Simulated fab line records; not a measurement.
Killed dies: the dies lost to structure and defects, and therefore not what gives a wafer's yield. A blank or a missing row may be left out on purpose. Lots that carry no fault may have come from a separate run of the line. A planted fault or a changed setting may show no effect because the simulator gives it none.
The tool behind it: which one? :: flow rit_cmos :: Sampling: 15 lots, 45 wafers, 2 of 202 route steps

## WHAT EACH GAUGE READ, for each wafer
Not one reading of a measure or inspect step in the record can be checked against a usual standard deviation.

## WHICH TOOL RAN EACH LOT (tool, then ch and the chambers of the sampled wafers, then the start)
lot: L955
RIT_PRETRO_COAT_01: litho_track-01 ch 0, day 2 11:20
RIT_M1_PROBE_99: -

lot: L957
RIT_PRETRO_COAT_01: litho_track-01 ch 0, day 2 21:05
RIT_M1_PROBE_99: -

lot: L959
RIT_PRETRO_COAT_01: litho_track-03 ch 0, day 3 09:05
RIT_M1_PROBE_99: -

lot: L961
RIT_PRETRO_COAT_01: litho_track-02 ch 0, day 3 18:29
RIT_M1_PROBE_99: -

lot: L963
RIT_PRETRO_COAT_01: litho_track-02 ch 0, day 4 05:01
RIT_M1_PROBE_99: -

lot: L964
RIT_PRETRO_COAT_01: litho_track-01 ch 0, day 4 10:40
RIT_M1_PROBE_99: -

lot: L966
RIT_PRETRO_COAT_01: litho_track-01 ch 0, day 4 23:00
RIT_M1_PROBE_99: -

lot: L967
RIT_PRETRO_COAT_01: litho_track-02 ch 0, day 5 01:56
RIT_M1_PROBE_99: -

lot: L968
RIT_PRETRO_COAT_01: litho_track-02 ch 0, day 5 05:16
RIT_M1_PROBE_99: prober-02, day 6 08:11

lot: L970
RIT_PRETRO_COAT_01: litho_track-02 ch 0, day 5 14:41
RIT_M1_PROBE_99: -

lot: L971
RIT_PRETRO_COAT_01: litho_track-03 ch 0, day 5 19:07
RIT_M1_PROBE_99: -

lot: L974
RIT_PRETRO_COAT_01: litho_track-03 ch 0, day 6 10:24
RIT_M1_PROBE_99: -

lot: L975
RIT_PRETRO_COAT_01: litho_track-01 ch 0, day 6 14:58
RIT_M1_PROBE_99: -

lot: L976
RIT_PRETRO_COAT_01: litho_track-03 ch 0, day 6 20:49
RIT_M1_PROBE_99: -

lot: L977
RIT_PRETRO_COAT_01: litho_track-03 ch 0, day 7 01:09
RIT_M1_PROBE_99: -
- RIT_PRETRO_COAT_01: resist thk 1300 nm.
- RIT_M1_PROBE_99

## AS READ BY THE TOOLS THEMSELVES (means over the sampled wafers that have a number; for cases with no such wafer, the mark the record gives instead)
RIT_PRETRO_COAT_01. Usual: chill_plate_temp_C 23.02 C, standard deviation 0.12; spin_speed_rpm 1999.8 rpm, standard deviation 1.5.
lot: L955
tool: litho_track-01
chill_plate_temp_C (C): 23.03
spin_speed_rpm (rpm): 1998.2
flag: 

lot: L957
tool: litho_track-01
chill_plate_temp_C (C): 23.12
spin_speed_rpm (rpm): 2000.1
flag: 

lot: L959
tool: litho_track-03
chill_plate_temp_C (C): 22.98
spin_speed_rpm (rpm): 1999.9
flag: 

lot: L961
tool: litho_track-02
chill_plate_temp_C (C): 23.04
spin_speed_rpm (rpm): 2000.6
flag: 

lot: L963
tool: litho_track-02
chill_plate_temp_C (C): 23.01
spin_speed_rpm (rpm): 1998.3
flag: 

lot: L964
tool: litho_track-01
chill_plate_temp_C (C): 22.94
spin_speed_rpm (rpm): 1998.8
flag: 

lot: L966
tool: litho_track-01
chill_plate_temp_C (C): 23.18
spin_speed_rpm (rpm): 2001.2
flag: 

lot: L967
tool: litho_track-02
chill_plate_temp_C (C): 22.88
spin_speed_rpm (rpm): 2087.6
flag: OFF

lot: L968
tool: litho_track-02
chill_plate_temp_C (C): 23.23
spin_speed_rpm (rpm): 2087.2
flag: OFF

lot: L970
tool: litho_track-02
chill_plate_temp_C (C): 23.15
spin_speed_rpm (rpm): 2088.5
flag: OFF

lot: L971
tool: litho_track-03
chill_plate_temp_C (C): 22.90
spin_speed_rpm (rpm): 2002.2
flag: 

lot: L974
tool: litho_track-03
chill_plate_temp_C (C): 22.93
spin_speed_rpm (rpm): 1999.5
flag: 

lot: L975
tool: litho_track-01
chill_plate_temp_C (C): 23.12
spin_speed_rpm (rpm): 1999.8
flag: 

lot: L976
tool: litho_track-03
chill_plate_temp_C (C): 23.20
spin_speed_rpm (rpm): 1998.7
flag: 

lot: L977
tool: litho_track-03
chill_plate_temp_C (C): 22.88
spin_speed_rpm (rpm): 2000.4
flag: 

RIT_M1_PROBE_99. Usual: killed_at_M0_to_M3 0.0, standard deviation 0.18; killed_at_contacts 0.1, standard deviation 0.38; killed_at_front_end 6.9, standard deviation 2.9; killed_dies 7.1, standard deviation 3; killed_open 3.5, standard deviation 2.1; killed_short 3.5, standard deviation 2.
lot: L968
tool: prober-02
killed_at_M0_to_M3: 0.0
killed_at_contacts: 0.3
killed_at_front_end: 4.0
killed_dies: 4.3
killed_open: 1.7
killed_short: 2.7
flag: 

## THE ANSWER, worked out from the rows above alone
Rule: a lot counts as off when the mean over its wafers that have a number is more than 3 standard deviations away from the usual mean. A lot without any number at a reading at which 4 lots or more have one is off too. The other lots that the step has rows for count as sound. Order of review: gauges by route order, followed by the tools' own readings, for which a lot's mean as printed above is used. At the first step where some lot is off, the reading lying furthest off is the one used; lots without a number count as furthest.
Off: L967, L968, L970 (RIT_PRETRO_COAT_01, spin_speed_rpm).
A tool fits if, at that step or a process step before it, it ran every lot that is off, and no sound lot after the first of them. One candidate fits, namely litho_track-02 at RIT_PRETRO_COAT_01. Its last sound lot is L963 (day 4 05:01), its first lot that is off L967 (day 5 01:56): a fault that began between those two fits.
The tool's own readings at RIT_PRETRO_COAT_01 bear it out: on the lots that are off they differ by more than 5 times the standard deviation of the sound lots' means. spin_speed_rpm reads 2087.8 rpm there against 1999.8 rpm on the sound lots.

## WHAT THE SIMULATOR HAD INSERTED
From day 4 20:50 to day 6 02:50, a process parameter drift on litho_track-02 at RIT_PRETRO_COAT_01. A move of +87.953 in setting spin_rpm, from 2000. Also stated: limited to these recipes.
Struck lots among those shown: L967, L968, L970. The rule above found the same.
